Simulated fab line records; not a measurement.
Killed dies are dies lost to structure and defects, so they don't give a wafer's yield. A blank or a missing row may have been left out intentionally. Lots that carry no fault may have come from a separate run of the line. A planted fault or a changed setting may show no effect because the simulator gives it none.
A struck lot beside a sound one    flow rit_cmos    32 out of 202 route steps
Sound: these wafers, L281.2, L281.5, L281.6. Wafers L275.3, L275.5, L275.6 were the ones struck. The cause is given at the end.
For every step that has rows: the tool of each side, followed by ch and its chambers, followed by its first start. Under that, the readings that differ: sound wafers    struck wafers    difference of the means    sigmas: that difference in standard deviations of wafers without a fault.
alike: readings whose means differ by less than 2 such deviations, and words and numbers that are the same on both sides. not compared: withheld readings, readings that some wafer has no value for, bounds like >300 that may hide the same value, and numbers for which the record gives no deviation and whose values overlap.
Wherever a step has rows on one side only, a row that says differs or no value, or a row with sigmas, the two part there. Numbers that have no deviation but don't overlap get no sigmas and don't part them. Lack of a reading on every wafer of one side parts them only where that side has two or more wafers.

first, 5 steps without rows for these wafers: RIT_CONTACT_COAT_03 (resist thk 1000 nm); RIT_CONTACT_SOFTBAKE_04 (time 60 s); RIT_CONTACT_EXPOSE_05 (exposes mask M11, target cd 1000 nm); RIT_CONTACT_PEB_06; RIT_CONTACT_DEVELOP_07 (develop time 120 s).
RIT_CONTACT_CD_MEAS_08: the cd target is 1000 nm.
  sound: cd_sem-01 at day 6 16:27; struck: cd_sem-01 at day 5 12:43
reading     sound              struck                difference  sigmas
cd_nm (nm)  999.2 997.3 999.2  1004.8 1004.7 1004.3  +6.0        +2
RIT_CONTACT_OVL_MEAS_09:
  sound: overlay-02 at day 6 16:34; struck: overlay-02 at day 5 12:48
  alike: CONTACT_OVL
then, 1 step without rows for these wafers: RIT_CONTACT_HARDBAKE_10 (time 60 s).
RIT_CONTACT_ETCH_11: etches SiO2 in CHF3/CF4/Ar, stops on TiSi2, target depth 480 nm, time 320 s.
  sound on rie_diel-04 ch 0,1, day 6 16:44; struck on rie_diel-01 ch 0,3, day 5 12:58
  alike: cf4_flow_sccm, drypump_motor_current_A, oes_product_au, throttle_valve_pct
  not compared: rf_hours_counter_h
RIT_CONTACT_STRIP_12: strips in O2, time 180 s.
  sound on plasma_asher-01 ch 0,1, day 6 16:56; struck on plasma_asher-04 ch 0,1, day 5 13:14
  alike: drypump_motor_current_A
  not compared: rf_hours_counter_h
RIT_CONTACT_CD_MEAS_90: the cd target is 1000 nm.
  sound: cd_sem-02 at day 6 17:08; struck: cd_sem-02 at day 5 13:23
reading     sound              struck                difference  sigmas
cd_nm (nm)  999.6 997.6 999.1  1004.0 1004.2 1003.6  +5.2        +2
then, 1 step without rows for these wafers: RIT_CONTACT_CLEAN_13 (cleans in SC1, time 600 s).
RIT_CONTACT_CLEAN_14: cleans in SC2, time 600 s.
  sound on wet_bench-02 ch 0, day 6 17:24; struck on wet_bench-04 ch 0, day 5 13:38
  alike: bath_guard_temp_C
RIT_M1_SPUTTER_00: material Al, target thk 400 nm, time 500 s.
  sound: pvd_sputter-01 at day 6 17:35; struck: pvd_sputter-01 at day 5 13:49
  alike: throttle_valve_pct
RIT_M1_RS_MEAS_01: the measuring method here is four-point-probe.
  sound: film_metro-04 at day 6 17:55; struck: film_metro-04 at day 5 14:09
  alike: M1_AL_RS
RIT_M1_THK_MEAS_02: measures by xrf.
  sound: film_metro-04 at day 6 18:01; struck: film_metro-04 at day 5 14:15
  alike: M1_AL_THK
then, 6 steps without rows for these wafers: RIT_M1_HMDS_03 (prime time 60 s); RIT_M1_COAT_04 (resist thk 1300 nm); RIT_M1_SOFTBAKE_05 (time 60 s); RIT_M1_EXPOSE_06 (exposes mask M12, target cd 2600 nm); RIT_M1_PEB_07; RIT_M1_DEVELOP_08 (develop time 68 s).
RIT_M1_CD_MEAS_09: the cd target is 2600 nm.
  sound: cd_sem-01 at day 6 18:58; struck: cd_sem-01 at day 5 15:20
  alike: cd_nm
RIT_M1_OVL_MEAS_10:
  sound: overlay-02 at day 6 19:04; struck: overlay-01 at day 5 15:25
  alike: M1_OVL
then, 1 step without rows for these wafers: RIT_M1_HARDBAKE_11 (time 120 s).
RIT_M1_METAL_ETCH_12: etches Al in Cl2/BCl3, stops on SiO2, time 165 s, target depth 600 nm.
  sound on rie_metal-01 ch 0,1, day 6 19:23; struck on rie_metal-01 ch 0,1, day 5 15:45
  alike: drypump_motor_current_A, he_backside_leak_sccm, oes_product_au, throttle_valve_pct
  not compared: rf_hours_counter_h
then, 1 step without rows for these wafers: RIT_M1_STRIP_13 (strips in nmp, time 600 s).
RIT_M1_STRIP_14: strips in O2, time 180 s.
  sound on plasma_asher-02 ch 0,1, day 6 19:43; struck on plasma_asher-04 ch 0,1, day 5 16:05
  alike: drypump_motor_current_A
  not compared: rf_hours_counter_h
RIT_M1_CD_MEAS_90: the cd target is 2600 nm.
  sound: cd_sem-02 at day 6 19:55; struck: cd_sem-01 at day 5 16:15
  alike: cd_nm
then, 1 step without rows for these wafers: RIT_M1_ANNEAL_15 (time 1800 s).
RIT_M1_BOW_MEAS_16:
  sound: film_metro-04 at day 6 21:32; struck: film_metro-02 at day 5 17:55
  alike: M1_BOW
RIT_M1_PROBE_99:
  sound: prober-01 at day 6 21:41; struck: prober-02 at day 5 18:05
reading             sound  struck                                                                      difference                    sigmas
hold                - - -  await_dispo/4.0h/release await_dispo/4.0h/release await_dispo/4.0h/release  no value on the sound wafers  
killed_at_contacts  0 0 1  11 14 10                                                                    +11                           +33
killed_dies         7 6 7  14 19 17                                                                    +10                           +3
killed_on_rim       1 0 2  10 12 10                                                                    +10                           +7
  alike: killed_at_front_end, killed_open, killed_short

== WHERE THEY PART ==
At RIT_CONTACT_CD_MEAS_08 first; at RIT_M1_PROBE_99 last (within this record only).

WHY: what had been put in by the simulator
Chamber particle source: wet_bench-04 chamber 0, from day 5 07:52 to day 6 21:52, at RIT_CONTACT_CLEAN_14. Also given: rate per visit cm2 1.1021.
